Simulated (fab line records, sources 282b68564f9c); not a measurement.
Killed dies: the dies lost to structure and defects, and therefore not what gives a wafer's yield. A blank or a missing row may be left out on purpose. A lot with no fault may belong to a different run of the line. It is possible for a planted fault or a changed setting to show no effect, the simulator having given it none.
fab line records	flow rit-cmos
record lots=6	wafers=18	last-day=6
route steps=202 shown REOX@100 NLDD@103 PLDD@114 SPACER@125 NSD@131 M1@202
lots that met no fault: from a run of the same line without faults
start-h: hours from the record's opening day to when the first of the lot's shown wafers began	wait-h: how many hours have passed since the lot's step before this one	" the same as in the row above	L1.1+2: a row that stands for several wafers	- no value, or no start given	* or withheld: withheld	< > ~ a bound
route shown NAME@n: NAME is a module with steps in the file, n the number in the route of the first one	usual: the fault-free wafers' mean and standard deviation	same: alike in all rows	chamber/n: place in a boat	sites: readings site by site	_std_site: how widely they spread, as a standard deviation	_edge_site: inner sites' mean taken away from outer sites' mean	radius-mm: for every site, how far away it sits from the centre of the wafer	mask NAME#n: copy n	behind: the tool/chamber that last shaped the wafer	hold: the reason the lot was held/the length of the hold in hours/how it ended	device: which transistor (n, p or np) failed to switch	end of line: tests run on the same wafers once the route is complete	step lacking rows: just its recipe	killed: at the first sort, the dies lost to defects and structure; wafer yield is something else	map: shows each die of a wafer: x if killed, . if not, _ if none is there
set.NAME: setting as actually run; set.NAME@STEP: the setting as run at that earlier step	model.NAME: the simulator's own value behind a step, which no gauge read
lots seen at some steps along the route; tables by step, rows by wafer
services: a tool's chamber out of use, with start hour (start-h, from the record's first day; less than 0 if before it), hours out, and reason
## steps
# step RIT_REOX_CLEAN_02
# recipe chemistry=SC2	mix=3:3:50	time-s=600	temp-c=75	dry=n2-spin
# step RIT_REOX_OXIDATION_03
# recipe temp-c=900	ambient=O2	target-thk-a=252	ox-time-s=5580
# step RIT_REOX_THK_MEAS_04
# recipe reads=SiO2_of_REOX_OXIDATION_03
# usual REOX_OXIDE_THK=25.2/0.47
lot.wafer	tool	chamber	start-h	wait-h	REOX_OXIDE_THK[nm]
L957.3	film-metro-04	-	48.35	0.0	24.1
L957.4	"	-	"	"	24.4
L957.6	"	-	"	"	24.4
L965.3	film-metro-04	-	89.85	0.0	24.8
L965.5	"	-	"	"	24.4
L965.6	"	-	"	"	25.1
L967.1	film-metro-04	-	98.25	0.0	24.7
L967.5	"	-	"	"	25.0
L967.6	"	-	"	"	25.1
L968.1	film-metro-04	-	101.55	0.0	25.5
L968.3	"	-	"	"	25.2
L968.6	"	-	"	"	26.0
L970.1	film-metro-02	-	109.99	0.0	25.8
L970.2	"	-	"	"	25.1
L970.4	"	-	"	"	25.2
L974.2	film-metro-01	-	129.76	0.0	25.1
L974.4	"	-	"	"	25.5
L974.5	"	-	"	"	25.0
# step RIT_NLDD_HMDS_00
# recipe prime-time-s=60	prime-temp-c=140
# step RIT_NLDD_COAT_01
# recipe resist=NOVOLAK	spin-rpm=3250	resist-thk-nm=1000
# step RIT_NLDD_SOFTBAKE_02
# recipe resist=NOVOLAK	temp-c=90	time-s=62.36
# usual plate-sensor-t-centre-C=90.968/0.0099	plate-sensor-t-edge-C=91.021/0.0097	softbake-temp-c=90.00/0.13
lot.wafer	tool	chamber	start-h	wait-h	plate-sensor-t-centre-C	plate-sensor-t-edge-C	softbake-temp-c
L957.3	litho-track-04	0	48.74	0.1	90.981	91.014	89.84
L957.4	"	0	"	"	90.968	91.052	90.10
L957.6	"	0	"	"	90.965	91.011	89.83
L965.3	litho-track-01	0	90.24	0.1	90.960	91.023	90.01
L965.5	"	0	"	"	90.966	91.013	90.03
L965.6	"	0	"	"	90.959	91.027	90.11
L967.1	litho-track-04	0	98.61	0.1	90.973	91.030	90.20
L967.5	"	0	"	"	90.960	91.016	89.99
L967.6	"	0	"	"	90.951	91.004	89.88
L968.1	litho-track-04	0	101.91	0.1	90.972	91.024	90.01
L968.3	"	0	"	"	90.974	91.004	89.96
L968.6	"	0	"	"	90.959	91.001	90.04
L970.1	litho-track-03	0	110.35	0.1	90.971	91.017	90.13
L970.2	"	0	"	"	90.956	91.031	89.83
L970.4	"	0	"	"	90.962	91.012	89.91
L974.2	litho-track-01	0	130.13	0.1	90.966	91.008	90.14
L974.4	"	0	"	"	90.962	91.025	89.96
L974.5	"	0	"	"	90.957	91.034	89.96
# step RIT_NLDD_EXPOSE_03
# recipe mask-id=M7	na=0.57	target-cd-nm=40700	dose-mj=250
# step RIT_NLDD_PEB_04
# recipe resist=NOVOLAK	temp-c=withheld	time-s=withheld
# step RIT_NLDD_DEVELOP_05
# recipe resist=NOVOLAK	develop-time-s=50	dev-temp-c=23
# step RIT_NLDD_OVL_MEAS_06
# usual NLDD_OVL=0.1/1.3
lot.wafer	tool	chamber	start-h	wait-h	NLDD_OVL[nm]
L957.3	overlay-01	-	49.38	-	0.1
L957.4	"	-	"	"	-1.6
L957.6	"	-	"	"	0.7
L965.3	overlay-02	-	90.88	-	-0.5
L965.5	"	-	"	"	0.3
L965.6	"	-	"	"	-0.8
L967.1	overlay-02	-	99.40	-	1.6
L967.5	"	-	"	"	0.8
L967.6	"	-	"	"	1.6
L968.1	overlay-02	-	102.46	-	1.4
L968.3	"	-	"	"	0.8
L968.6	"	-	"	"	1.3
L970.1	overlay-02	-	111.02	-	0.7
L970.2	"	-	"	"	2.3
L970.4	"	-	"	"	2.0
L974.2	overlay-02	-	130.93	-	-2.5
L974.4	"	-	"	"	0.8
L974.5	"	-	"	"	-0.2
# step RIT_NLDD_HARDBAKE_07
# recipe resist=NOVOLAK	temp-c=140	time-s=60
# step RIT_NLDD_IMPLANT_08
# recipe species=P	energy-kev=20	dose-cm2=5e+14	tilt-deg=7
# step RIT_NLDD_STRIP_09
# recipe chemistry=O2	time-s=180	resist=NOVOLAK	platen-temp-c=withheld	power-w=500	pressure-mtorr=4000	o2-flow-sccm=4000
# usual chamber-pressure-mTorr=4000/3.4	drypump-motor-current-A=5.5/0.49	o2-flow-sccm=4003/11
lot.wafer	tool	chamber	start-h	wait-h	chamber-pressure-mTorr	drypump-motor-current-A	o2-flow-sccm	rf-hours-counter-h
L957.3	plasma-asher-04	1	49.76	0.1	4003	5.6	3997	-
L957.4	"	0	"	"	4004	5.2	4003	-
L957.6	"	0	"	"	4004	5.2	3996	-
L965.3	plasma-asher-02	0	91.26	0.1	4003	5.7	4000	-
L965.5	"	1	"	"	3999	5.4	4003	-
L965.6	"	0	"	"	3997	5.7	3994	-
L967.1	plasma-asher-01	0	99.83	0.1	3998	6.2	3987	46
L967.5	"	0	"	"	4001	6.2	3979	-
L967.6	"	1	"	"	3998	4.8	4029	-
L968.1	plasma-asher-01	1	102.80	0.1	4006	4.8	3996	47
L968.3	"	0	"	"	4000	6.2	4007	-
L968.6	"	1	"	"	3996	4.8	3984	-
L970.1	plasma-asher-01	0	111.36	0.1	3999	6.1	4011	48
L970.2	"	1	"	"	3996	4.8	3998	48
L970.4	"	1	"	"	3995	4.8	3980	-
L974.2	plasma-asher-01	1	131.26	0.1	3999	4.8	3995	50
L974.4	"	0	"	"	3998	6.2	4008	-
L974.5	"	0	"	"	3999	6.2	3994	-
# step RIT_NLDD_TW_MEAS_10
# usual NLDD_TW=2501/43
lot.wafer	tool	chamber	start-h	wait-h	NLDD_TW
L957.3	film-metro-01	-	49.90	0.1	2469
L957.4	"	-	"	"	2456
L957.6	"	-	"	"	2447
L965.3	film-metro-03	-	91.40	0.1	2569
L965.5	"	-	"	"	2560
L965.6	"	-	"	"	2548
L967.1	film-metro-02	-	100.00	0.1	2503
L967.5	"	-	"	"	2511
L967.6	"	-	"	"	2504
L968.1	film-metro-02	-	102.98	0.1	2511
L968.3	"	-	"	"	2515
L968.6	"	-	"	"	2501
L970.1	film-metro-03	-	111.53	0.1	2579
L970.2	"	-	"	"	2578
L970.4	"	-	"	"	2566
L974.2	film-metro-02	-	131.44	0.1	2519
L974.4	"	-	"	"	2522
L974.5	"	-	"	"	2520
# step RIT_PLDD_HMDS_00
# recipe prime-time-s=60	prime-temp-c=140
# step RIT_PLDD_COAT_01
# recipe resist=NOVOLAK	spin-rpm=3250	resist-thk-nm=1000
# step RIT_PLDD_SOFTBAKE_02
# recipe resist=NOVOLAK	temp-c=90	time-s=60
# step RIT_PLDD_EXPOSE_03
# recipe mask-id=M8	na=0.57	target-cd-nm=40900	dose-mj=250
# step RIT_PLDD_PEB_04
# recipe resist=NOVOLAK	temp-c=withheld	time-s=withheld
# step RIT_PLDD_DEVELOP_05
# recipe resist=NOVOLAK	develop-time-s=50	dev-temp-c=22.03
# step RIT_PLDD_OVL_MEAS_06
# usual PLDD_OVL=-0.4/1.2
lot.wafer	tool	chamber	start-h	wait-h	PLDD_OVL[nm]
L957.3	overlay-01	-	51.03	-	-1.6
L957.4	"	-	"	"	-0.5
L957.6	"	-	"	"	-1.6
L965.3	overlay-02	-	92.30	-	-0.4
L965.5	"	-	"	"	-0.6
L965.6	"	-	"	"	-0.5
L967.1	overlay-01	-	101.12	-	-1.4
L967.5	"	-	"	"	1.0
L967.6	"	-	"	"	-1.4
L968.1	overlay-01	-	103.89	-	-0.4
L968.3	"	-	"	"	-1.6
L968.6	"	-	"	"	-0.3
L970.1	overlay-01	-	112.48	-	-0.5
L970.2	"	-	"	"	-1.1
L970.4	"	-	"	"	-1.8
L974.2	overlay-02	-	132.35	-	-3.1
L974.4	"	-	"	"	-2.8
L974.5	"	-	"	"	-3.1
# step RIT_PLDD_HARDBAKE_07
# recipe resist=NOVOLAK	temp-c=140	time-s=60
# step RIT_PLDD_IMPLANT_08
# recipe species=BF2	energy-kev=20	dose-cm2=9e+14	tilt-deg=7
# step RIT_PLDD_STRIP_09
# recipe chemistry=O2	time-s=180	resist=NOVOLAK	platen-temp-c=withheld	power-w=500	pressure-mtorr=4000	o2-flow-sccm=4000
# usual chamber-pressure-mTorr=4000/3.6	drypump-motor-current-A=5.6/0.4	o2-flow-sccm=3998/11
lot.wafer	tool	chamber	start-h	wait-h	chamber-pressure-mTorr	drypump-motor-current-A	o2-flow-sccm	rf-hours-counter-h
L957.3	plasma-asher-02	0	51.41	0.1	4003	5.7	3993	-
L957.4	"	1	"	"	4004	5.4	3992	-
L957.6	"	1	"	"	4000	5.4	3993	-
L965.3	plasma-asher-03	1	92.68	0.1	3994	5.7	4006	-
L965.5	"	0	"	"	4001	5.7	3983	-
L965.6	"	1	"	"	4002	5.7	3990	-
L967.1	plasma-asher-02	1	101.45	0.1	4000	5.4	4001	44
L967.5	"	1	"	"	3998	5.4	4020	-
L967.6	"	0	"	"	3996	5.7	4003	-
L968.1	plasma-asher-03	1	104.22	0.1	4003	5.7	4020	46
L968.3	"	0	"	"	4004	5.7	4011	-
L968.6	"	0	"	"	4001	5.8	3998	-
L970.1	plasma-asher-03	0	112.82	0.1	4004	5.7	3991	47
L970.2	"	1	"	"	3996	5.7	4010	47
L970.4	"	1	"	"	4003	5.7	4009	-
L974.2	plasma-asher-02	0	132.68	0.1	4000	5.7	3990	2
L974.4	"	1	"	"	4000	5.4	4013	-
L974.5	"	1	"	"	3999	5.4	3985	-
# step RIT_PLDD_TW_MEAS_10
# usual PLDD_TW=2366/42
lot.wafer	tool	chamber	start-h	wait-h	PLDD_TW
L957.3	film-metro-03	-	51.55	0.1	2400
L957.4	"	-	"	"	2388
L957.6	"	-	"	"	2407
L965.3	film-metro-03	-	92.82	0.1	2407
L965.5	"	-	"	"	2409
L965.6	"	-	"	"	2399
L967.1	film-metro-02	-	101.63	0.1	2355
L967.5	"	-	"	"	2366
L967.6	"	-	"	"	2363
L968.1	film-metro-03	-	104.40	0.1	2413
L968.3	"	-	"	"	2415
L968.6	"	-	"	"	2414
L970.1	film-metro-03	-	112.99	0.1	2422
L970.2	"	-	"	"	2419
L970.4	"	-	"	"	2410
L974.2	film-metro-02	-	132.86	0.1	2373
L974.4	"	-	"	"	2356
L974.5	"	-	"	"	2376
# step RIT_SPACER_CLEAN_00
# recipe chemistry=SC1	mix=3:3:50	time-s=600	temp-c=75
# step RIT_SPACER_CLEAN_01
# recipe chemistry=dHF	dilution=50:1	time-s=30
# step RIT_SPACER_CLEAN_02
# recipe chemistry=SC2	mix=3:3:50	time-s=600	temp-c=75	dry=n2-spin
# step RIT_SPACER_CVD_03
# recipe material=Si3N4	target-thk-nm=250	temp-c=810	precursor=SiH2Cl2/NH3	time-s=3300	pressure-mtorr=300	sih2cl2-flow-sccm=60	nh3-flow-sccm=150
# step RIT_SPACER_THK_MEAS_04
# recipe reads=Si3N4_of_SPACER_CVD_03
# usual SPACER_NITRIDE_THK=249.4/2.3
lot.wafer	tool	chamber	start-h	wait-h	SPACER_NITRIDE_THK[nm]
L957.3	film-metro-04	-	54.87	0.0	248.2
L957.4	"	-	"	"	247.6
L957.6	"	-	"	"	248.1
L965.3	film-metro-01	-	95.47	0.0	248.1
L965.5	"	-	"	"	246.6
L965.6	"	-	"	"	244.9
L967.1	film-metro-01	-	103.97	0.0	249.3
L967.5	"	-	"	"	248.8
L967.6	"	-	"	"	249.3
L968.1	film-metro-03	-	106.74	0.0	249.4
L968.3	"	-	"	"	246.4
L968.6	"	-	"	"	248.3
L970.1	film-metro-03	-	115.34	0.0	247.7
L970.2	"	-	"	"	247.3
L970.4	"	-	"	"	247.6
L974.2	film-metro-03	-	135.22	0.0	250.3
L974.4	"	-	"	"	250.4
L974.5	"	-	"	"	249.0
# step RIT_SPACER_ETCHBACK_05
# recipe target-depth-a=2500	SF6_flow_sccm=30	CHF3_flow_sccm=30	target=Si3N4	chemistry=SF6/CHF3	pressure-mtorr=40	rf-w=250	time-s=240	stop-on=SiO2
# usual chamber-pressure-mTorr=39.99/0.034	drypump-motor-current-A=5.9/0.44	oes-product-au=0.843/0.014	throttle-valve-pct=10.28/0.098
lot.wafer	tool	chamber	start-h	wait-h	chamber-pressure-mTorr	drypump-motor-current-A	oes-product-au	rf-hours-counter-h	throttle-valve-pct
L957.3	rie-diel-01	3	54.91	0.0	40.00	6.7	0.846	3	10.16
L957.4	"	1	"	"	39.96	5.7	0.839	69	10.44
L957.6	"	1	"	"	39.94	5.7	0.837	-	10.43
L965.3	rie-diel-02	0	95.51	0.0	39.96	6.4	0.858	132	10.45
L965.5	"	0	"	"	39.96	6.4	0.850	-	10.44
L965.6	"	1	"	"	39.95	5.9	0.832	-	10.19
L967.1	rie-diel-03	2	104.03	0.1	39.99	6.3	0.865	152	10.19
L967.5	"	2	"	"	39.98	6.3	0.863	-	10.18
L967.6	"	0	"	"	40.04	5.3	0.834	-	10.25
L968.1	rie-diel-01	0	106.80	0.1	40.05	5.4	0.817	66	10.27
L968.3	"	2	"	"	40.02	5.4	0.823	123	9.93
L968.6	"	2	"	"	39.99	5.4	0.835	-	9.94
L970.1	rie-diel-02	1	115.40	0.1	40.02	5.9	0.830	46	10.18
L970.2	"	2	"	"	39.96	5.4	0.834	4	10.25
L970.4	"	3	"	"	39.99	6.1	0.827	8	10.30
L974.2	rie-diel-02	1	135.27	0.0	39.98	5.9	0.844	46	10.20
L974.4	"	2	"	"	40.01	5.4	0.826	4	10.27
L974.5	"	2	"	"	39.97	5.4	0.832	-	10.26
# step RIT_NSD_HMDS_00
# recipe prime-time-s=60	prime-temp-c=140
# step RIT_NSD_COAT_01
# recipe resist=NOVOLAK	spin-rpm=3250	resist-thk-nm=993.2
# step RIT_NSD_SOFTBAKE_02
# recipe resist=NOVOLAK	temp-c=90	time-s=60
# step RIT_NSD_EXPOSE_03
# recipe mask-id=M9	na=0.57	target-cd-nm=40700	dose-mj=250
# step RIT_NSD_PEB_04
# recipe resist=NOVOLAK	temp-c=withheld	time-s=withheld
# step RIT_NSD_DEVELOP_05
# recipe resist=NOVOLAK	develop-time-s=50	dev-temp-c=23
# step RIT_NSD_OVL_MEAS_06
# usual NSD_OVL=0.4/1.2
lot.wafer	tool	chamber	start-h	wait-h	NSD_OVL[nm]
L957.3	overlay-01	-	56.04	-	3.6
L957.4	"	-	"	"	0.0
L957.6	"	-	"	"	2.1
L965.3	overlay-01	-	96.64	-	0.2
L965.5	"	-	"	"	0.9
L965.6	"	-	"	"	-0.4
L967.1	overlay-02	-	105.03	-	2.7
L967.5	"	-	"	"	2.4
L967.6	"	-	"	"	0.4
L968.1	overlay-02	-	107.92	-	0.5
L968.3	"	-	"	"	0.9
L968.6	"	-	"	"	-0.7
L970.1	overlay-02	-	116.52	-	1.6
L970.2	"	-	"	"	2.3
L970.4	"	-	"	"	2.4
L974.2	overlay-02	-	136.87	-	0.0
L974.4	"	-	"	"	1.1
L974.5	"	-	"	"	0.9
# step RIT_NSD_HARDBAKE_07
# recipe resist=NOVOLAK	temp-c=140	time-s=60
# step RIT_NSD_IMPLANT_08
# recipe species=P	energy-kev=25	dose-cm2=1e+15	tilt-deg=7
# step RIT_NSD_STRIP_09
# recipe chemistry=O2	time-s=180	resist=NOVOLAK	platen-temp-c=withheld	power-w=500	pressure-mtorr=4000	o2-flow-sccm=4000
# usual chamber-pressure-mTorr=4000/3.2	drypump-motor-current-A=5.59/0.2	o2-flow-sccm=3998/13
lot.wafer	tool	chamber	start-h	wait-h	chamber-pressure-mTorr	drypump-motor-current-A	o2-flow-sccm	rf-hours-counter-h
L957.3	plasma-asher-02	0	56.43	0.1	3999	5.75	3984	-
L957.4	"	1	"	"	3996	5.36	3984	-
L957.6	"	0	"	"	4002	5.73	4010	-
L965.3	plasma-asher-03	0	97.03	0.1	3998	5.72	3998	-
L965.5	"	0	"	"	3996	5.72	3999	-
L965.6	"	1	"	"	4004	5.68	3992	-
L967.1	plasma-asher-03	1	105.37	0.1	4001	5.74	4026	46
L967.5	"	1	"	"	3999	5.76	3997	-
L967.6	"	0	"	"	3993	5.77	3995	-
L968.1	plasma-asher-03	0	108.26	0.1	3999	5.77	3998	47
L968.3	"	1	"	"	3997	5.74	3989	-
L968.6	"	1	"	"	4001	5.73	3975	-
L970.1	plasma-asher-03	1	116.86	0.1	4000	5.75	3991	48
L970.2	"	0	"	"	4005	5.74	3992	48
L970.4	"	0	"	"	3997	5.76	3978	-
L974.2	plasma-asher-04	0	137.20	0.1	4002	5.19	3999	36
L974.4	"	1	"	"	4001	5.55	3971	-
L974.5	"	1	"	"	3996	5.55	3989	-
# step RIT_NSD_TW_MEAS_10
# usual NSD_TW=3150/51
lot.wafer	tool	chamber	start-h	wait-h	NSD_TW
L957.3	film-metro-02	-	56.56	0.1	3115
L957.4	"	-	"	"	3136
L957.6	"	-	"	"	3141
L965.3	film-metro-01	-	97.16	0.1	3084
L965.5	"	-	"	"	3081
L965.6	"	-	"	"	3086
L967.1	film-metro-03	-	105.54	0.1	3224
L967.5	"	-	"	"	3203
L967.6	"	-	"	"	3215
L968.1	film-metro-01	-	108.44	0.1	3074
L968.3	"	-	"	"	3051
L968.6	"	-	"	"	3063
L970.1	film-metro-02	-	117.03	0.1	3147
L970.2	"	-	"	"	3144
L970.4	"	-	"	"	3151
L974.2	film-metro-01	-	137.39	0.1	3094
L974.4	"	-	"	"	3083
L974.5	"	-	"	"	3072
# step RIT_M1_PROBE_99
# usual killed_at_M0_to_M3=0.0/0.14	killed-at-front-end=6.9/3	killed-dies=6.9/3	killed-open=3.5/2	killed-short=3.4/2.1
# same gross-dies=264	killed_at_M4_up=0	killed-at-back-side=0	killed-at-contacts=0	killed-at-other=0
lot.wafer	tool	chamber	start-h	wait-h	killed_at_M0_to_M3	killed-at-front-end	killed-dies	killed-open	killed-short
L957.3	prober-02	-	66.58	0.2	0	7	7	5	2
L957.4	prober-02	-	66.63	0.2	0	11	11	7	2
L957.6	prober-02	-	66.73	0.2	0	9	9	4	4
L965.3	prober-02	-	106.96	0.2	0	7	7	4	3
L965.5	prober-02	-	107.06	0.2	0	5	5	2	3
L965.6	prober-02	-	107.11	0.2	0	4	4	3	1
L967.1	prober-02	-	115.82	0.1	0	1	1	1	0
L967.5	prober-02	-	116.02	0.2	0	7	7	5	2
L967.6	prober-02	-	116.07	0.2	0	7	7	4	3
L968.1	prober-01	-	117.91	0.1	0	4	4	3	1
L968.3	prober-01	-	118.01	0.2	0	8	8	5	3
L968.6	prober-01	-	118.16	0.2	0	5	5	1	4
L970.1	prober-01	-	126.33	0.1	0	2	2	0	2
L970.2	prober-01	-	126.38	0.1	0	39	39	3	2
L970.4	prober-01	-	126.48	0.2	0	35	35	3	0
L974.2	prober-01	-	146.69	0.1	1	37	38	2	5
L974.4	prober-01	-	146.79	0.2	0	2	2	1	0
L974.5	prober-01	-	146.84	0.2	0	5	5	2	2
# killed by level:class
L957.3 GATE:geometric-particle:open=2 FOX1:geometric-particle:open=1 FOX1:geometric-particle:short=1 GATE:geometric-particle:short=1 REOX:geometric-particle:open=1 SPACER:geometric-particle:open=1
L957.4 SPACER:geometric-particle:open=3 FOX2:geometric-particle:open=2 NWELL:coat-microbubble-printed=2 GATE:geometric-particle:open=1 GATE:geometric-particle:short=1 SPACER:geometric-particle:short=1 SILICIDE:geometric-particle:open=1
L957.6 GATE:geometric-particle:open=2 GATE:geometric-particle:short=2 REOX:geometric-particle:short=2 FOX2:geometric-particle:open=1 SILICIDE:geometric-particle:open=1 NWELL:coat-microbubble-printed=1
L965.3 FOX1:geometric-particle:open=2 GATE:geometric-particle:short=2 FOX1:geometric-particle:short=1 GATE:geometric-particle:open=1 SPACER:geometric-particle:open=1
L965.5 FOX1:geometric-particle:short=3 REOX:geometric-particle:open=1 SILICIDE:geometric-particle:open=1
L965.6 FOX1:geometric-particle:open=1 FOX1:geometric-particle:short=1 GATE:geometric-particle:open=1 SPACER:geometric-particle:open=1
L967.1 GATE:geometric-particle:open=1
L967.5 GATE:geometric-particle:open=3 FOX1:geometric-particle:open=1 GATE:geometric-particle:short=1 REOX:geometric-particle:short=1 SPACER:geometric-particle:open=1
L967.6 GATE:geometric-particle:short=2 SPACER:geometric-particle:open=2 FOX1:geometric-particle:open=1 GATE:geometric-particle:open=1 SILICIDE:geometric-particle:short=1
L968.1 FOX2:geometric-particle:open=1 GATE:geometric-particle:open=1 REOX:geometric-particle:short=1 SILICIDE:geometric-particle:open=1
L968.3 GATE:geometric-particle:open=3 REOX:geometric-particle:open=2 FOX1:geometric-particle:short=1 REOX:geometric-particle:short=1 SILICIDE:geometric-particle:short=1
L968.6 REOX:geometric-particle:short=2 FOX1:geometric-particle:short=1 GATE:geometric-particle:open=1 SILICIDE:geometric-particle:short=1
L970.1 FOX2:geometric-particle:short=1 SILICIDE:geometric-particle:short=1
L970.2 NLDD:unspecified=34 FOX2:geometric-particle:open=1 REOX:geometric-particle:short=1 SPACER:geometric-particle:open=1 SILICIDE:geometric-particle:short=1 SILICIDE:geometric-particle:open=1
L970.4 NLDD:unspecified=32 GATE:geometric-particle:open=2 REOX:geometric-particle:open=1
L974.2 NLDD:unspecified=29 GATE:geometric-particle:short=2 REOX:geometric-particle:short=2 NWELL:coat-microbubble-printed=2 REOX:geometric-particle:open=1 SILICIDE:geometric-particle:open=1 M1:geometric-particle:short=1
L974.4 SILICIDE:geometric-particle:open=1 NWELL:coat-microbubble-printed=1
L974.5 FOX1:geometric-particle:open=1 FOX1:geometric-particle:short=1 GATE:geometric-particle:open=1 REOX:geometric-particle:short=1 NWELL:coat-microbubble-printed=1
# map L970.2 (x killed, . not)
________......._______
_____.............____
____...............___
___...........x.....__
__..........x........_
__.......xxxxxx....x._
_.x.....xxxxxxxx......
_.......xxxxxx.x......
_........xxxxx.....x..
_.......x.xxx.x.......
__........x.x........_
__..................._
___.................__
____...............___
_____.....x.......____
________......._______
# map L974.2 (x killed, . not)
________......x_______
_____.............____
____...............___
___.................__
__........x.........._
__.......xxx.x......._
_.......xxxxxxx.......
_x.......xxxxx........
_.......xxxxxxx.......
_xx....xx.xxxx........
__.........x........._
__..............x..x._
___..........x......__
____...............___
_____.............____
________......._______
## services
tool	chamber	start-h	hours	kind
rie-diel-01	-	31.44	0.4	repair
rie-diel-01	2	48.18	1.8	repair
rie-diel-01	1	59.16	34.2	repair
plasma-asher-03	-	61.16	2.7	repair
rie-diel-01	-	66.61	14.6	pm
rie-diel-03	0	68.01	-	clean
rie-diel-03	0	68.01	17.0	scheduled-down
rie-diel-03	0	68.01	17.0	vent-cycle
plasma-asher-02	-	70.02	8.1	repair
plasma-asher-01	-	74.99	3.2	repair
plasma-asher-01	-	90.39	5.1	repair
plasma-asher-02	-	108.75	9.0	pm
plasma-asher-02	0	108.75	9.0	vent-cycle
plasma-asher-02	1	108.75	9.0	vent-cycle
rie-diel-03	2	115.14	2.8	repair
plasma-asher-01	-	115.79	4.3	repair
plasma-asher-02	0	117.75	-	clean
plasma-asher-02	1	117.75	-	clean
rie-diel-01	-	119.03	0.6	repair
## key
first-sign step=RIT_M1_PROBE_99	reading=killed-at-front-end	direction=up	sigmas=10	usual=6.9	struck=37
effect step=RIT_M1_PROBE_99	reading=killed-dies	direction=up	sigmas=10	usual=6.9	struck=37.3
met-at RIT_NLDD_STRIP_09
struck-wafers L970.2,L970.4,L974.2
tester-left-out L970,L974
onset-between 102.80 111.36
fault kind=chamber-particle-source	tool=plasma-asher-01	chamber=1	onset-h=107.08	steps=RIT_NLDD_STRIP_09	rate-per-visit-cm2=0.65099	end-h=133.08
# tester-left-out: of these lots the tester's yield and bins aren't shown, on N5 and GAA mostly nor the transistor test; their killed dies are dies lost to structure and defects alone, not to doping, threshold or leakage, so they don't give the yield
